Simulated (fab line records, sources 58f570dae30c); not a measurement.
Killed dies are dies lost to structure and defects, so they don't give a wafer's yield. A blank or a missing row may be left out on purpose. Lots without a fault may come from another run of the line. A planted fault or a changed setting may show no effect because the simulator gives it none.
Problem report in the 8D (eight disciplines) form, filled by code | flow berkeley_cmos170 | the parts of the form that need people (team, actions taken, sign-off) are left out

1. THE PROBLEM
NWELL_NITRIDE_THK at UCB170_NWELL_THK_MEAS_05 reads a mean of 237.6 nm on 6 wafers of 2 lots; wafers without a fault read 224.5 nm with a standard deviation of 2. That is +6.6 standard deviations from the usual mean.
First seen on wafer L664.1, day 3 21:43, on film_metro-02. The record holds 33 wafers of 11 lots with a number at this step. Rule for "out", or "out of limits": more than 4 standard deviations from the usual mean. The other wafers with a number count as sound.

2. WHAT IT IS AND WHAT IT IS NOT
question                    | is                           | is not
which readings at this step | NWELL_NITRIDE_THK            | -
which lots                  | L664, L666                   | L657, L658, L659, L662, L663, L665, L669, L670, L680
which wafers of those lots  | all that have a number       | -
read on which gauges        | film_metro-02, film_metro-04 | film_metro-03
when                        | from day 3 21:43             | up to then (15 sound wafers); but 12 sound wafers of L665, L669, L670, L680 came after

3. SUSPECTS, AND WHAT RULES EACH OUT
Counting: a tool at a process step up to the reading stays a suspect if it ran every lot that is out and no sound lot after the first of them.
- the gauge at UCB170_NWELL_THK_MEAS_05: ruled out. The wafers that are out were read on 2 gauges (film_metro-02, film_metro-04).
- lpcvd-01 at UCB170_NWELL_CVD_04 (deposits Si3N4 from SiH2Cl2/NH3, target thk 224 nm, time 3360 s): ruled out as a lasting fault. Sound lots L670, L680 ran on it after its first lot that is out, L664 (day 3 19:47).
Left after counting: nothing in the record.

4. THE CAUSE (what the simulator had put in)
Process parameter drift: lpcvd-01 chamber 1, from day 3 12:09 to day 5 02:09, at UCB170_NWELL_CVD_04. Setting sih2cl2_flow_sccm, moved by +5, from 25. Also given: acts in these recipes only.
Counting ruled it out, wrongly: the rule takes a fault to strike every lot that its tool runs from its start on, and this one did not.

5. THE CHAIN OF EFFECTS, in route order
Each row: a reading whose mean over the struck wafers that have a number lies more than 3 standard deviations from the usual. Only readings for which the record gives a usual standard deviation are gone through. hours: the time from each lot's start at the first step in this table that gives one to its start at this step, as a median over the lots. sigmas: the change in usual standard deviations.
hours | step                     | reading           | usual      | on struck wafers | change | sigmas
0     | UCB170_NWELL_CVD_04      | sih2cl2_flow_sccm | 25.01 sccm | 30.03            | +5.02  | +60
2     | UCB170_NWELL_THK_MEAS_05 | NWELL_NITRIDE_THK | 224.5 nm   | 237.6            | +13.1  | +6.6
The process steps in it:
- UCB170_NWELL_CVD_04: deposits Si3N4 from SiH2Cl2/NH3, target thk 224 nm, time 3360 s.
Later measuring or inspecting steps at which every struck wafer that the step has a row for has a number for every such reading, and none has moved that far: UCB170_NWELL_OVL_MEAS_12, UCB170_ACTIVE_CD_MEAS_90.

6. WHAT WOULD HAVE CAUGHT IT SOONER
In this record the first reading out of limits at a measuring or inspecting step was taken at day 3 21:43, 10 hours after the fault began at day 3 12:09.
The tool's own readings at UCB170_NWELL_CVD_04 were out on every struck wafer that the step has a row for (sih2cl2_flow_sccm): an alarm limit on them would have fired on the first of those.
